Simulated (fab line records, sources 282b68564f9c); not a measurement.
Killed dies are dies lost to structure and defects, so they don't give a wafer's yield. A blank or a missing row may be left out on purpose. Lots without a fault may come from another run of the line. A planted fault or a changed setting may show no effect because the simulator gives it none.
A struck lot beside a sound one | flow rit_cmos | 44 steps out of a route of 202
Sound: wafers L164.3, L164.5, L164.6. Struck: wafers L176.2, L176.3, L176.4. The cause comes at the end.
At each step with rows: each side's tool, then ch and its chambers, then its first start. Under that, the readings that differ: sound wafers | struck wafers | difference of the means | sigmas: that difference in standard deviations of wafers without a fault.
alike: readings whose means differ by less than 2 such deviations, and words and numbers that are the same on both sides. not compared: withheld readings, readings that some wafer has no value for, bounds like >300 that may hide the same value, and numbers for which the record gives no deviation and whose values overlap.
The two part at a step that has a row with sigmas, a row that says differs or no value, or rows on one side only. Numbers that don't overlap but have no deviation are shown without sigmas and don't part them. A reading that every wafer of one side lacks parts them only if that side has two wafers or more.

first, 2 steps without rows for these wafers: RIT_PLDD_PEB_04; RIT_PLDD_DEVELOP_05 (develop time 50 s).
RIT_PLDD_OVL_MEAS_06:
  sound on overlay-02, day 3 16:03; struck on overlay-02, day 6 04:05
  alike: PLDD_OVL
then, 2 steps without rows for these wafers: RIT_PLDD_HARDBAKE_07 (time 60 s); RIT_PLDD_IMPLANT_08.
RIT_PLDD_STRIP_09: strips in O2, time 180 s.
  sound on plasma_asher-02 ch 0,1, day 3 16:26; struck on plasma_asher-03 ch 0,1, day 6 04:25
  alike: drypump_motor_current_A
  not compared: rf_hours_counter_h
RIT_PLDD_TW_MEAS_10:
  sound on film_metro-02, day 3 16:34; struck on film_metro-03, day 6 04:36
  alike: PLDD_TW
then, 4 steps without rows for these wafers: RIT_SPACER_CLEAN_00 (cleans in SC1, time 600 s); RIT_SPACER_CLEAN_01 (cleans in dHF, time 30 s); RIT_SPACER_CLEAN_02 (cleans in SC2, time 600 s); RIT_SPACER_CVD_03 (deposits Si3N4 from SiH2Cl2/NH3, target thk 250 nm, time 3226 s).
RIT_SPACER_THK_MEAS_04:
  sound on film_metro-01, day 3 19:54; struck on film_metro-02, day 6 07:27
  alike: SPACER_NITRIDE_THK
RIT_SPACER_ETCHBACK_05: etches Si3N4 in SF6/CHF3, stops on SiO2, target depth 250 nm, time 240 s.
  sound on rie_diel-03 ch 0,2,3, day 3 19:56; struck on rie_diel-01 ch 0,2,3, day 6 07:30
  reading                                  | sound             | struck            | difference | sigmas
  rf_fwd_power_W (W)                       | 249.0 249.9 248.1 | 349.8 348.8 348.1 | +99.9      | +99 or more
  model.poly-Si_of_GATE_CVD_08.thk_nm (nm) | 173.3 174.3 173.4 | 161.1 162.4 162   | -11.8      |
  model.Si3N4_of_SPACER_CVD_03.thk_nm (nm) | 195 195.9 195.1   | 182.5 185 184.8   | -11.2      |
  alike: CHF3_flow_sccm, drypump_motor_current_A, oes_product_au, throttle_valve_pct
  not compared: rf_hours_counter_h
then, 2 steps without rows for these wafers: RIT_NSD_HMDS_00 (prime time 60 s); RIT_NSD_COAT_01 (resist thk 1000 nm).
RIT_NSD_SOFTBAKE_02: time 60.96 s.
  sound on litho_track-03 ch 0, day 3 20:26; struck on litho_track-03 ch 0, day 6 07:59
  alike: plate_sensor_t_centre_C, plate_sensor_t_edge_C
then, 3 steps without rows for these wafers: RIT_NSD_EXPOSE_03 (exposes mask M9, target cd 40700 nm); RIT_NSD_PEB_04; RIT_NSD_DEVELOP_05 (develop time 50 s).
RIT_NSD_OVL_MEAS_06:
  sound on overlay-01, day 3 21:05; struck on overlay-01, day 6 08:38
  alike: NSD_OVL
then, 2 steps without rows for these wafers: RIT_NSD_HARDBAKE_07 (time 60 s); RIT_NSD_IMPLANT_08.
RIT_NSD_STRIP_09: strips in O2, time 180 s.
  sound on plasma_asher-01 ch 0,1, day 3 21:28; struck on plasma_asher-02 ch 0,1, day 6 09:04
  alike: drypump_motor_current_A
  not compared: rf_hours_counter_h
RIT_NSD_TW_MEAS_10:
  sound on film_metro-03, day 3 21:36; struck on film_metro-02, day 6 09:16
  alike: NSD_TW
then, 6 steps without rows for these wafers: RIT_PSD_HMDS_00 (prime time 60 s); RIT_PSD_COAT_01 (resist thk 1000 nm); RIT_PSD_SOFTBAKE_02 (time 60 s); RIT_PSD_EXPOSE_03 (exposes mask M10, target cd 40900 nm); RIT_PSD_PEB_04; RIT_PSD_DEVELOP_05 (develop time 50 s).
RIT_PSD_OVL_MEAS_06:
  sound on overlay-02, day 3 22:30; struck on overlay-01, day 6 10:17
  alike: PSD_OVL
then, 2 steps without rows for these wafers: RIT_PSD_HARDBAKE_07 (time 60 s); RIT_PSD_IMPLANT_08.
RIT_PSD_STRIP_09: strips in O2, time 180 s.
  sound on plasma_asher-02 ch 0,1, day 3 22:53; struck on plasma_asher-02 ch 0,1, day 6 10:37
  alike: drypump_motor_current_A
  not compared: rf_hours_counter_h
RIT_PSD_TW_MEAS_10:
  sound on film_metro-01, day 3 23:01; struck on film_metro-01, day 6 10:48
  alike: PSD_TW
then, 2 steps without rows for these wafers: RIT_SDANNEAL_CLEAN_00 (cleans in SC1, time 600 s); RIT_SDANNEAL_CLEAN_01 (cleans in dHF, time 30 s).
RIT_SDANNEAL_CLEAN_02: cleans in SC2, time 600 s.
  sound on wet_bench-02 ch 3, day 3 23:16; struck on wet_bench-02 ch 0, day 6 11:17
  reading                                  | sound           | struck            | difference | sigmas
  model.poly-Si_of_GATE_CVD_08.thk_nm (nm) | 168.9 170 169.1 | 156.7 158.1 157.6 | -11.9      |
RIT_SDANNEAL_RTA_03: time 5 s.
  sound on rtp_anneal-01 ch 0, day 3 23:28; struck on rtp_anneal-01 ch 0, day 6 11:29
  alike: ramp_down_c_per_s, wafer_temp_C_max
RIT_SDANNEAL_RS_MEAS_04: measures by four-point-probe.
  sound on film_metro-02, day 3 23:32; struck on film_metro-02, day 6 11:33
  alike: PSD_RS
RIT_SDANNEAL_RS_MEAS_05: measures by four-point-probe.
  sound on film_metro-02, day 3 23:40; struck on film_metro-02, day 6 11:40
  alike: NSD_RS
RIT_SDANNEAL_RS_MEAS_06: measures by four-point-probe.
  sound on film_metro-02, day 3 23:47; struck on film_metro-02, day 6 11:47
  alike: PLDD_RS
RIT_SILICIDE_WET_ETCH_00: etches SiO2 in BOE, target depth 14 nm, time 15 s.
  sound on wet_bench-01 ch 3, day 3 23:59; struck on wet_bench-04 ch 0, day 6 12:01
  reading                                  | sound             | struck            | difference | sigmas
  model.Si3N4_of_SPACER_CVD_03.thk_nm (nm) | 193.9 194.7 193.9 | 181.3 183.8 183.7 | -11.2      |
RIT_M1_PROBE_99:
  sound on prober-01, day 4 07:07; struck on prober-02, day 6 19:47
  alike: killed_at_contacts, killed_at_front_end, killed_dies, killed_open, killed_short

WHERE THEY PART
Only at RIT_SPACER_ETCHBACK_05, within this record. Later steps at which nothing parts them and some readings are alike: RIT_NSD_SOFTBAKE_02, RIT_NSD_OVL_MEAS_06, RIT_NSD_STRIP_09, RIT_NSD_TW_MEAS_10, RIT_PSD_OVL_MEAS_06, RIT_PSD_STRIP_09, RIT_PSD_TW_MEAS_10, RIT_SDANNEAL_RTA_03, RIT_SDANNEAL_RS_MEAS_04, RIT_SDANNEAL_RS_MEAS_05, RIT_SDANNEAL_RS_MEAS_06, RIT_M1_PROBE_99.

WHY: what the simulator had put in
Process parameter drift: rie_diel-01, from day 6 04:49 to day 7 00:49, at RIT_SPACER_ETCHBACK_05. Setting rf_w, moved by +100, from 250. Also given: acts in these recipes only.
